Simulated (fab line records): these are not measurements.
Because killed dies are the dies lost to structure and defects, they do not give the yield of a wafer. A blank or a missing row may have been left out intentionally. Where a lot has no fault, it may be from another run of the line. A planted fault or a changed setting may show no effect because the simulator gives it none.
A struck lot beside a sound one + flow rit cmos + 15 out of 202 route steps
Sound: wafers L325.2, L325.4, L325.5. Struck: wafers L314.2, L314.3, L314.6. The cause is given at the end.
Each step with rows lists, per side, the tool, then ch with its chambers, then its first start. Under that, the readings that differ: sound wafers + struck wafers + difference of the means + sigmas: that difference in standard deviations of wafers without a fault.
alike: readings whose means differ by less than 2 such deviations, and words and numbers that are the same on both sides. not compared: withheld readings, readings that some wafer has no value for, bounds like >300 that may hide the same value, and numbers for which the record gives no deviation and whose values overlap.
A row with sigmas, a row that says differs or no value, or rows on one side alone: a step with any of these is where the two part. When numbers do not overlap yet have no deviation, they are printed without sigmas and do not part them. A reading missing from all wafers of one side parts the sides only when that side holds two or more wafers.

first, 2 steps without rows for these wafers: RIT_REOX_CLEAN_02 (cleans in SC2, time 600 s); RIT_REOX_OXIDATION_03 (target thk 25.2 nm, ox time 5580 s).
RIT_REOX_THK_MEAS_04:
  sound on film metro-03, day 6 16:18; struck on film metro-03, day 4 10:44
  alike: REOX_OXIDE_THK
then, 6 steps without rows for these wafers: RIT_NLDD_HMDS_00 (prime time 60 s); RIT_NLDD_COAT_01 (resist thk 1000 nm); RIT_NLDD_SOFTBAKE_02 (time 60 s); RIT_NLDD_EXPOSE_03 (exposes mask M7, target cd 40700 nm); RIT_NLDD_PEB_04; RIT_NLDD_DEVELOP_05 (develop time 50 s).
RIT_NLDD_OVL_MEAS_06:
  sound on overlay-02, day 6 17:19; struck on overlay-01, day 4 11:48
  alike: NLDD_OVL
then, 2 steps without rows for these wafers: RIT_NLDD_HARDBAKE_07 (time 60 s); RIT_NLDD_IMPLANT_08.
RIT_NLDD_STRIP_09: strips in O2, time 180 s.
  sound on plasma asher-02 ch 0,1, day 6 17:38; struck on plasma asher-03 ch 0,1, day 4 12:08
| reading                        | sound          | struck         | difference | sigmas      |
|--------------------------------|----------------|----------------|------------|-------------|
| chamber pressure mTorr (mTorr) | 3995 3996 3993 | 3206 3201 3197 | -793       | -99 or more |
  alike: drypump motor current A
  not compared: rf hours counter h
RIT_NLDD_TW_MEAS_10:
  sound on film metro-01, day 6 17:49; struck on film metro-02, day 4 12:19
  alike: NLDD_TW
RIT_M1_PROBE_99:
  rows exist in the record for the struck wafers here (prober-02, day 5 03:35), but not for the sound ones

## WHERE THEY PART
At RIT_NLDD_STRIP_09 first; at RIT_M1_PROBE_99 last (within this record only).

WHY: whatever the simulator had introduced
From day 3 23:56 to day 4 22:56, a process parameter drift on plasma asher-03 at RIT_NLDD_STRIP_09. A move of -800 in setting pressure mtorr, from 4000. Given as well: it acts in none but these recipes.
